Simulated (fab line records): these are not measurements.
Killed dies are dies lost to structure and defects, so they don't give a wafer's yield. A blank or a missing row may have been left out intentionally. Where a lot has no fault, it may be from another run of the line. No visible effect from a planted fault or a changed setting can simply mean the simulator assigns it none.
fab line records + flow rit-cmos
record:
- lots: 6
- wafers: 18
- last-day: 7
route steps=202 shown NSD@141 PSD@142 SDANNEAL@153 M1@202
lots untouched by any fault: they come from a run of this same line in which no faults occurred
start-h: hours from the record's opening day to when the first of the lot's shown wafers began + wait-h: how many hours have passed since the lot's step before this one + " repeats the value in the row above + L1.1+2: a row that stands for several wafers + - no value, or no start given + * or withheld: withheld + < > ~ a bound
route shown NAME@n: NAME is a module with steps in the file, n the number in the route of the first one + usual: average and standard deviation across the fault-free wafers + same: alike in all rows + chamber/n: place in a boat + sites: readings site by site + _std_site: how widely they spread, as a standard deviation + _edge_site: mean of outer sites minus mean of inner sites + radius-mm: how far each site lies from the wafer's centre + mask NAME#n: copy n + behind: the tool/chamber that last shaped the wafer + hold: why the lot went on hold/how many hours it stayed there/how the hold came to an end + device: whichever transistor did not switch (one of n, p or np) + end of line: the tests these same wafers got at the end of their route + a step with no rows: only its recipe + killed: dies that structure and defects cost at the first sort, which is not the same as the wafer's yield + map: shows each die of a wafer: x if killed, . if not, _ if none is there
set.NAME: the run value of the setting; set.NAME@STEP: its run value at that earlier step + model.NAME: the simulator's own value behind a step, which no gauge read
lots at some steps of the route; a table a step, a row a wafer
services: the hour from which a tool's chamber was out of use, counted from the record's first day as start-h (under 0 if before that day), plus the number of hours and why
== steps ==
step: RIT_NSD_TW_MEAS_10
usual:
- NSD_TW: 3104/15
| lot.wafer | tool          | chamber | start-h | wait-h | NSD_TW |
|-----------|---------------|---------|---------|--------|--------|
| L995.2    | film-metro-01 | -       | 71.63   | 0.1    | 3094   |
| L995.3    | "             | -       | "       | "      | 3105   |
| L995.6    | "             | -       | "       | "      | 3083   |
| L999.2    | film-metro-01 | -       | 94.08   | 0.1    | 3113   |
| L999.4    | "             | -       | "       | "      | 3123   |
| L999.5    | "             | -       | "       | "      | 3130   |
| L100.2    | film-metro-04 | -       | 101.81  | 0.1    | 3104   |
| L100.3    | "             | -       | "       | "      | 3127   |
| L100.5    | "             | -       | "       | "      | 3084   |
| L108.3    | film-metro-04 | -       | 135.32  | 0.1    | 3100   |
| L108.4    | "             | -       | "       | "      | 3108   |
| L108.6    | "             | -       | "       | "      | 3105   |
| L109.2    | film-metro-04 | -       | 138.82  | 0.1    | 3108   |
| L109.4    | "             | -       | "       | "      | 3098   |
| L109.6    | "             | -       | "       | "      | 3093   |
| L114.3    | film-metro-04 | -       | 162.64  | 0.1    | 3135   |
| L114.5    | "             | -       | "       | "      | 3124   |
| L114.6    | "             | -       | "       | "      | 3128   |
step: RIT_PSD_HMDS_00
recipe:
- prime-time-s: 60
- prime-temp-c: 140
step: RIT_PSD_COAT_01
recipe:
- resist: NOVOLAK
- spin-rpm: 3250
- resist-thk-nm: 1000
step: RIT_PSD_SOFTBAKE_02
recipe:
- resist: NOVOLAK
- temp-c: 90
- time-s: 60
step: RIT_PSD_EXPOSE_03
recipe:
- mask-id: M10
- na: 0.57
- target-cd-nm: 40900
- dose-mj: 250
step: RIT_PSD_PEB_04
recipe:
- resist: NOVOLAK
- temp-c: withheld
- time-s: withheld
step: RIT_PSD_DEVELOP_05
recipe:
- resist: NOVOLAK
- develop-time-s: 50
- dev-temp-c: 23
step: RIT_PSD_OVL_MEAS_06
usual:
- PSD_OVL: 0.0/1.3
| lot.wafer | tool       | chamber | start-h | wait-h | PSD_OVL[nm] |
|-----------|------------|---------|---------|--------|-------------|
| L995.2    | overlay-01 | -       | 72.66   | -      | -2.8        |
| L995.3    | "          | -       | "       | "      | -2.3        |
| L995.6    | "          | -       | "       | "      | -1.8        |
| L999.2    | overlay-01 | -       | 94.99   | -      | -0.6        |
| L999.4    | "          | -       | "       | "      | -0.2        |
| L999.5    | "          | -       | "       | "      | -1.5        |
| L100.2    | overlay-02 | -       | 103.01  | -      | -0.7        |
| L100.3    | "          | -       | "       | "      | 2.2         |
| L100.5    | "          | -       | "       | "      | 0.3         |
| L108.3    | overlay-02 | -       | 136.42  | -      | -0.2        |
| L108.4    | "          | -       | "       | "      | 1.6         |
| L108.6    | "          | -       | "       | "      | -1.3        |
| L109.2    | overlay-01 | -       | 139.85  | -      | -0.3        |
| L109.4    | "          | -       | "       | "      | -1.0        |
| L109.6    | "          | -       | "       | "      | -0.6        |
| L114.3    | overlay-02 | -       | 163.54  | -      | -0.7        |
| L114.5    | "          | -       | "       | "      | -0.9        |
| L114.6    | "          | -       | "       | "      | 1.9         |
step: RIT_PSD_HARDBAKE_07
recipe:
- resist: NOVOLAK
- temp-c: 140
- time-s: 60
step: RIT_PSD_IMPLANT_08
recipe:
- species: BF2
- energy-kev: 27
- dose-cm2: 5e+15
- tilt-deg: 7
step: RIT_PSD_STRIP_09
recipe:
- chemistry: O2
- time-s: 180
- resist: NOVOLAK
- platen-temp-c: withheld
- power-w: 500
- pressure-mtorr: 4000
- o2-flow-sccm: 4000
usual:
- drypump-motor-current-A: 5.8/0.6
same:
- time-s: 180
| lot.wafer | tool            | chamber | start-h | wait-h | drypump-motor-current-A | rf-hours-counter-h |
|-----------|-----------------|---------|---------|--------|-------------------------|--------------------|
| L995.2    | plasma-asher-02 | 1       | 72.99   | 0.1    | 6.5                     | 27                 |
| L995.3    | "               | 0       | "       | "      | 6.0                     | -                  |
| L995.6    | "               | 0       | "       | "      | 6.0                     | -                  |
| L999.2    | plasma-asher-01 | 1       | 95.32   | 0.1    | 4.8                     | 47                 |
| L999.4    | "               | 0       | "       | "      | 5.4                     | -                  |
| L999.5    | "               | 0       | "       | "      | 5.4                     | -                  |
| L100.2    | plasma-asher-02 | 0       | 103.38  | 0.1    | 6.1                     | 30                 |
| L100.3    | "               | 1       | "       | "      | 6.5                     | -                  |
| L100.5    | "               | 0       | "       | "      | 6.0                     | -                  |
| L108.3    | plasma-asher-02 | 1       | 136.80  | 0.1    | 6.5                     | -                  |
| L108.4    | "               | 0       | "       | "      | 6.0                     | -                  |
| L108.6    | "               | 1       | "       | "      | 6.5                     | -                  |
| L109.2    | plasma-asher-02 | 1       | 140.18  | 0.1    | 6.5                     | 35                 |
| L109.4    | "               | 0       | "       | "      | 6.0                     | -                  |
| L109.6    | "               | 0       | "       | "      | 6.0                     | -                  |
| L114.3    | plasma-asher-02 | 0       | 163.92  | 0.1    | 6.0                     | -                  |
| L114.5    | "               | 1       | "       | "      | 6.5                     | -                  |
| L114.6    | "               | 0       | "       | "      | 6.0                     | -                  |
step: RIT_PSD_TW_MEAS_10
usual:
- PSD_TW: 3414/21
| lot.wafer | tool          | chamber | start-h | wait-h | PSD_TW |
|-----------|---------------|---------|---------|--------|--------|
| L995.2    | film-metro-04 | -       | 73.17   | 0.1    | 3467   |
| L995.3    | "             | -       | "       | "      | 3440   |
| L995.6    | "             | -       | "       | "      | 3442   |
| L999.2    | film-metro-02 | -       | 95.50   | 0.1    | 3415   |
| L999.4    | "             | -       | "       | "      | 3409   |
| L999.5    | "             | -       | "       | "      | 3414   |
| L100.2    | film-metro-01 | -       | 103.57  | 0.1    | 3432   |
| L100.3    | "             | -       | "       | "      | 3419   |
| L100.5    | "             | -       | "       | "      | 3423   |
| L108.3    | film-metro-02 | -       | 136.94  | 0.1    | 3410   |
| L108.4    | "             | -       | "       | "      | 3404   |
| L108.6    | "             | -       | "       | "      | 3418   |
| L109.2    | film-metro-01 | -       | 140.36  | 0.1    | 3420   |
| L109.4    | "             | -       | "       | "      | 3411   |
| L109.6    | "             | -       | "       | "      | 3405   |
| L114.3    | film-metro-04 | -       | 164.06  | 0.1    | 3438   |
| L114.5    | "             | -       | "       | "      | 3438   |
| L114.6    | "             | -       | "       | "      | 3435   |
step: RIT_SDANNEAL_CLEAN_00
recipe:
- chemistry: SC1
- mix: 3:3:50
- time-s: 600
- temp-c: 75
usual:
- bath-guard-temp-C: 75.2/0.64
- run-length-s: 626.6/2.8
| lot.wafer | tool         | chamber | start-h | wait-h | bath-guard-temp-C | run-length-s |
|-----------|--------------|---------|---------|--------|-------------------|--------------|
| L995.2    | wet-bench-03 | 0       | 73.22   | 0.0    | 74.4              | 626.0        |
| L995.3    | "            | 0       | "       | "      | 74.6              | 626.0        |
| L995.6    | "            | 0       | "       | "      | 75.2              | 626.0        |
| L999.2    | wet-bench-01 | 0       | 95.55   | 0.0    | 75.3              | 644.9        |
| L999.4    | "            | 0       | "       | "      | 75.5              | 644.9        |
| L999.5    | "            | 0       | "       | "      | 75.3              | 644.9        |
| L100.2    | wet-bench-01 | 0       | 103.62  | 0.0    | 75.0              | 645.0        |
| L100.3    | "            | 0       | "       | "      | 75.2              | 645.0        |
| L100.5    | "            | 0       | "       | "      | 75.3              | 645.0        |
| L108.3    | wet-bench-04 | 1       | 136.98  | 0.0    | 74.8              | 625.4        |
| L108.4    | "            | 1       | "       | "      | 75.0              | 625.4        |
| L108.6    | "            | 1       | "       | "      | 74.7              | 625.4        |
| L109.2    | wet-bench-04 | 2       | 140.41  | 0.0    | 76.6              | 628.6        |
| L109.4    | "            | 2       | "       | "      | 76.4              | 628.6        |
| L109.6    | "            | 2       | "       | "      | 76.2              | 628.6        |
| L114.3    | wet-bench-04 | 1       | 164.10  | 0.0    | 74.8              | 626.7        |
| L114.5    | "            | 1       | "       | "      | 74.5              | 626.7        |
| L114.6    | "            | 1       | "       | "      | 74.7              | 626.7        |
step: RIT_SDANNEAL_CLEAN_01
recipe:
- chemistry: dHF
- dilution: 50:1
- time-s: 30
step: RIT_M1_PROBE_99
usual:
- killed-at-contacts: 0.1/0.27
- killed-at-front-end: 7/3
- killed-dies: 7.0/3
- killed-open: 3.5/2.1
- killed-short: 3.4/1.9
same:
- gross-dies: 264
- killed_at_M0_to_M3: 0
- killed_at_M4_up: 0
- killed-at-back-side: 0
- killed-at-other: 0
| lot.wafer | tool      | chamber | start-h | wait-h | killed-at-contacts | killed-at-front-end | killed-dies | killed-open | killed-short |
|-----------|-----------|---------|---------|--------|--------------------|---------------------|-------------|-------------|--------------|
| L999.2    | prober-01 | -       | 103.72  | 0.1    | 0                  | 6                   | 6           | 4           | 2            |
| L999.4    | prober-01 | -       | 103.82  | 0.2    | 0                  | 10                  | 10          | 4           | 6            |
| L999.5    | prober-01 | -       | 103.87  | 0.2    | 0                  | 4                   | 4           | 3           | 1            |
| L108.3    | prober-02 | -       | 144.89  | 0.2    | 0                  | 13                  | 13          | 7           | 6            |
| L108.4    | prober-02 | -       | 144.94  | 0.2    | 0                  | 5                   | 5           | 2           | 3            |
| L108.6    | prober-02 | -       | 145.04  | 0.2    | 0                  | 9                   | 9           | 4           | 5            |
| L109.2    | prober-01 | -       | 148.37  | 0.1    | 0                  | 4                   | 4           | 1           | 3            |
| L109.4    | prober-01 | -       | 148.47  | 0.2    | 0                  | 5                   | 5           | 3           | 2            |
| L109.6    | prober-01 | -       | 148.57  | 0.2    | 0                  | 3                   | 3           | 1           | 2            |
| L114.3    | prober-02 | -       | 171.87  | 0.2    | 0                  | 9                   | 9           | 4           | 5            |
| L114.5    | prober-02 | -       | 171.97  | 0.2    | 0                  | 1                   | 1           | 0           | 1            |
| L114.6    | prober-02 | -       | 172.02  | 0.2    | 0                  | 3                   | 3           | 1           | 2            |
killed by level:class
L999.2 GATE:geometric-particle:open=2 GATE:geometric-particle:short=1 REOX:geometric-particle:short=1 REOX:geometric-particle:open=1 SILICIDE:geometric-particle:open=1
L999.4 GATE:geometric-particle:short=5 GATE:geometric-particle:open=2 FOX1:geometric-particle:short=1 FOX1:geometric-particle:open=1 SPACER:geometric-particle:open=1
L999.5 GATE:geometric-particle:open=1 REOX:geometric-particle:short=1 REOX:geometric-particle:open=1 SPACER:geometric-particle:open=1
L108.3 GATE:geometric-particle:open=5 FOX1:geometric-particle:short=2 GATE:geometric-particle:short=2 FOX2:geometric-particle:short=1 REOX:geometric-particle:open=1 REOX:geometric-particle:short=1 SILICIDE:geometric-particle:open=1
L108.4 GATE:geometric-particle:short=2 FOX1:geometric-particle:open=1 FOX2:geometric-particle:short=1 FOX2:geometric-particle:open=1
L108.6 GATE:geometric-particle:open=3 FOX1:geometric-particle:short=2 GATE:geometric-particle:short=2 FOX1:geometric-particle:open=1 REOX:geometric-particle:short=1
L109.2 REOX:geometric-particle:short=2 REOX:geometric-particle:open=1 SPACER:geometric-particle:short=1
L109.4 SILICIDE:geometric-particle:open=2 GATE:geometric-particle:short=1 REOX:geometric-particle:open=1 REOX:geometric-particle:short=1
L109.6 FOX1:geometric-particle:short=1 FOX2:geometric-particle:short=1 GATE:geometric-particle:open=1
L114.3 GATE:geometric-particle:short=5 FOX1:geometric-particle:open=1 GATE:geometric-particle:open=1 REOX:geometric-particle:open=1 SPACER:geometric-particle:open=1
L114.5 GATE:geometric-particle:short=1
L114.6 GATE:geometric-particle:short=2 SPACER:geometric-particle:open=1
== services ==
| tool            | chamber | start-h | hours | kind       |
|-----------------|---------|---------|-------|------------|
| plasma-asher-01 | -       | 108.87  | 9.0   | pm         |
| plasma-asher-01 | 0       | 108.87  | 9.0   | vent-cycle |
| plasma-asher-01 | 1       | 108.87  | 9.0   | vent-cycle |
| plasma-asher-01 | -       | 117.87  | 2.8   | pm         |
| plasma-asher-01 | 0       | 117.87  | -     | clean      |
| plasma-asher-01 | 1       | 117.87  | -     | clean      |
| plasma-asher-01 | -       | 120.62  | 14.6  | pm         |
| wet-bench-03    | -       | 146.75  | 5.7   | repair     |
== key ==
first-sign:
- step: RIT_SDANNEAL_CLEAN_00
- reading: run-length-s
- direction: up
- sigmas: 6.7
- usual: *
- struck: *
effect none on later readings
met-at RIT_SDANNEAL_CLEAN_00
struck-wafers L999.2,L999.4,L999.5,L100.2,L100.3,L100.5
tester-left-out L999,L100
fault:
- kind: process-parameter-drift
- tool: wet-bench-01
- chamber: -
- onset-h: 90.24
- steps: RIT_SDANNEAL_CLEAN_00
- channel: time-s
- offset: *
- shape: step
- end-h: 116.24
- acts-in: *
- stated: *
tester-left-out: of these lots the tester's yield and bins aren't shown, on N5 and GAA mostly nor the transistor test; their killed dies are dies lost to structure and defects alone, not to doping, threshold or leakage, so they don't give the yield
